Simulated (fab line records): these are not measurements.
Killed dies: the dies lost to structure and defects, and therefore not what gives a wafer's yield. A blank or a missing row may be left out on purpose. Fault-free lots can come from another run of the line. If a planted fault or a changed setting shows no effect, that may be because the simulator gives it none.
Split-lot trial :: flow rit-cmos :: 23 wafers read from 5 lots, route of 202 steps

== SPLIT DETAILS ==
At RIT_GATE_DEVELOP_15 (develop time 50 s), the setting dev-temp-c was moved away from the recipe's 23 C on 8 of the 23 wafers read, by -6.7% to +16.1%. This setting was run at the recipe's value on the other wafers.

== FROM THE SPLIT TO THE READING: what the file shows between them, 7 steps ==
- RIT_PLDD_IMPLANT_08 (also split here: dose-cm2)
- RIT_PLDD_STRIP_09: strips in O2, time 180 s
- RIT_PLDD_TW_MEAS_10
- RIT_PSD_IMPLANT_08 (also split here: tilt-deg)
- RIT_PSD_STRIP_09: strips in O2, time 180 s
- RIT_SDANNEAL_RS_MEAS_06: measures by four-point-probe
- RIT_M1_METAL_ETCH_12: etches Al in Cl2/BCl3, stops on SiO2, time 165 s, target depth 600 nm (also split here: time-s)

== THE READING ==
etest.pmos-turned.r-on-ohm-um (the simulator's own value, which no gauge read), at RIT_M1_PROBE_99. No usual value for it is given in the file. The 15 wafers here that ran the recipe average 3510, standard deviation 1e+02.

wafer: L074.1
tool, chamber at the split: litho-track-03, 0
dev-temp-c as run, C: 21.46
against the recipe: -6.7%
etest.pmos-turned.r-on-ohm-um: 3413
against lot-mates on the recipe: -50

wafer: L074.3
tool, chamber at the split: litho-track-03, 0
dev-temp-c as run, C: 21.46
against the recipe: -6.7%
etest.pmos-turned.r-on-ohm-um: 3200
against lot-mates on the recipe: -262

wafer: L074.4
tool, chamber at the split: litho-track-03, 0
dev-temp-c as run, C: 21.46
against the recipe: -6.7%
etest.pmos-turned.r-on-ohm-um: 3261
against lot-mates on the recipe: -202

wafer: L074.5
tool, chamber at the split: litho-track-03, 0
dev-temp-c as run, C: 23
against the recipe: recipe
etest.pmos-turned.r-on-ohm-um: 3440
against lot-mates on the recipe: -

wafer: L074.6
tool, chamber at the split: litho-track-03, 0
dev-temp-c as run, C: 23
against the recipe: recipe
etest.pmos-turned.r-on-ohm-um: 3485
against lot-mates on the recipe: -

wafer: L076.1
tool, chamber at the split: litho-track-04, 0
dev-temp-c as run, C: 23
against the recipe: recipe
etest.pmos-turned.r-on-ohm-um: 3705
against lot-mates on the recipe: -

wafer: L076.2
tool, chamber at the split: litho-track-04, 0
dev-temp-c as run, C: 23
against the recipe: recipe
etest.pmos-turned.r-on-ohm-um: 3699
against lot-mates on the recipe: -

wafer: L076.3
tool, chamber at the split: litho-track-04, 0
dev-temp-c as run, C: 23
against the recipe: recipe
etest.pmos-turned.r-on-ohm-um: 3503
against lot-mates on the recipe: -

wafer: L076.4
tool, chamber at the split: litho-track-04, 0
dev-temp-c as run, C: 26.7
against the recipe: +16.1%
etest.pmos-turned.r-on-ohm-um: 4184
against lot-mates on the recipe: +548

wafer: L076.5
tool, chamber at the split: litho-track-04, 0
dev-temp-c as run, C: 26.7
against the recipe: +16.1%
etest.pmos-turned.r-on-ohm-um: 3979
against lot-mates on the recipe: +343

wafer: L082.1
tool, chamber at the split: litho-track-02, 0
dev-temp-c as run, C: 26.32
against the recipe: +14.4%
etest.pmos-turned.r-on-ohm-um: 3967
against lot-mates on the recipe: +445

wafer: L082.2
tool, chamber at the split: litho-track-02, 0
dev-temp-c as run, C: 23
against the recipe: recipe
etest.pmos-turned.r-on-ohm-um: 3575
against lot-mates on the recipe: -

wafer: L082.4
tool, chamber at the split: litho-track-02, 0
dev-temp-c as run, C: 26.32
against the recipe: +14.4%
etest.pmos-turned.r-on-ohm-um: 4091
against lot-mates on the recipe: +569

wafer: L082.5
tool, chamber at the split: litho-track-02, 0
dev-temp-c as run, C: 23
against the recipe: recipe
etest.pmos-turned.r-on-ohm-um: 3469
against lot-mates on the recipe: -

wafer: L082.6
tool, chamber at the split: litho-track-02, 0
dev-temp-c as run, C: 26.32
against the recipe: +14.4%
etest.pmos-turned.r-on-ohm-um: 4156
against lot-mates on the recipe: +634

wafer: L083.1
tool, chamber at the split: litho-track-03, 0
dev-temp-c as run, C: 23
against the recipe: recipe
etest.pmos-turned.r-on-ohm-um: 3323
against lot-mates on the recipe: -

wafer: L083.3
tool, chamber at the split: litho-track-03, 0
dev-temp-c as run, C: 23
against the recipe: recipe
etest.pmos-turned.r-on-ohm-um: 3465
against lot-mates on the recipe: -

wafer: L083.4
tool, chamber at the split: litho-track-03, 0
dev-temp-c as run, C: 23
against the recipe: recipe
etest.pmos-turned.r-on-ohm-um: 3384
against lot-mates on the recipe: -

wafer: L083.5
tool, chamber at the split: litho-track-03, 0
dev-temp-c as run, C: 23
against the recipe: recipe
etest.pmos-turned.r-on-ohm-um: 3481
against lot-mates on the recipe: -

wafer: L083.6
tool, chamber at the split: litho-track-03, 0
dev-temp-c as run, C: 23
against the recipe: recipe
etest.pmos-turned.r-on-ohm-um: 3414
against lot-mates on the recipe: -

wafer: L085.2
tool, chamber at the split: litho-track-03, 0
dev-temp-c as run, C: 23
against the recipe: recipe
etest.pmos-turned.r-on-ohm-um: 3573
against lot-mates on the recipe: -

wafer: L085.3
tool, chamber at the split: litho-track-03, 0
dev-temp-c as run, C: 23
against the recipe: recipe
etest.pmos-turned.r-on-ohm-um: 3535
against lot-mates on the recipe: -

wafer: L085.6
tool, chamber at the split: litho-track-03, 0
dev-temp-c as run, C: 23
against the recipe: recipe
etest.pmos-turned.r-on-ohm-um: 3600
against lot-mates on the recipe: -

FIT RESULTS
A straight line over all 23 wafers: etest.pmos-turned.r-on-ohm-um changes by +36.6 for each +1% of dev-temp-c; r = +0.93; the points scatter about the line by 1e+02.
The same after taking each lot's own level away (the mean of its wafers on the recipe; 23 wafers): +32.1 for each +1%; r = +0.94; scatter 85.
According to that fit, moving dev-temp-c by its largest amount changes the reading by 5.2e+02.
Across the lots, their own levels run from 3413.4 to 3635.7, a range of 2.1 times the standard deviation given above.
In other words, the slope is changed by the lot-to-lot level; the two fits disagree.
Check: with one of the wafers moved furthest among these (+16.1%) left out of the fit, the line predicts +521 for it against its lot-mates. It came out at +548 against them.

== FURTHER SPLITS ON THESE WAFERS ==
These wafers also went through other splits before the reading. Each is held against what the fit with the lots' levels taken away leaves over:
other split on the same wafers: RIT_ACTIVE_OXIDATION_01 temp-c
wafers away from the commonest value: 18
r with etest.pmos-turned.r-on-ohm-um (lot level and that fit taken away): -0.08

other split on the same wafers: RIT_ACTIVE_HARDBAKE_12 temp-c
wafers away from the commonest value: 9
r with etest.pmos-turned.r-on-ohm-um (lot level and that fit taken away): +0.12

other split on the same wafers: RIT_NWELL_SOFTBAKE_02 temp-c
wafers away from the commonest value: 8
r with etest.pmos-turned.r-on-ohm-um (lot level and that fit taken away): +0.18

other split on the same wafers: RIT_PWELL_COAT_01 resist-thk-nm
wafers away from the commonest value: 5
r with etest.pmos-turned.r-on-ohm-um (lot level and that fit taken away): -0.31

other split on the same wafers: RIT_PLDD_IMPLANT_08 dose-cm2
wafers away from the commonest value: 9
r with etest.pmos-turned.r-on-ohm-um (lot level and that fit taken away): -0.15

other split on the same wafers: RIT_PSD_IMPLANT_08 tilt-deg
wafers away from the commonest value: 7
r with etest.pmos-turned.r-on-ohm-um (lot level and that fit taken away): -0.05

other split on the same wafers: RIT_M1_METAL_ETCH_12 time-s
wafers away from the commonest value: 4
r with etest.pmos-turned.r-on-ohm-um (lot level and that fit taken away): +0.19

== THE WHOLE CHAIN: every reading that the file lists as answering this split, in the file's order ==
step: RIT_M1_PROBE_99
what it does: 
reading: etest.pmos_0p3.r-on-ohm-um (the simulator's own value, which no gauge read)
change (the file's fit): +30.7 for each +1% of the setting
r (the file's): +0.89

step: RIT_M1_PROBE_99
what it does: 
reading: etest.pmos_0p15.r-on-ohm-um (the simulator's own value, which no gauge read)
change (the file's fit): +30.7 for each +1% of the setting
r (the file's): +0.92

step: RIT_M1_PROBE_99
what it does: 
reading: etest.pmos-turned.r-on-ohm-um (the simulator's own value, which no gauge read)
change (the file's fit): +31.7 for each +1% of the setting
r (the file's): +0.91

== THE FILE'S OWN FIT ==
etest.pmos-turned.r-on-ohm-um changes by +31.7 for each +1% of dev-temp-c, r = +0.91.
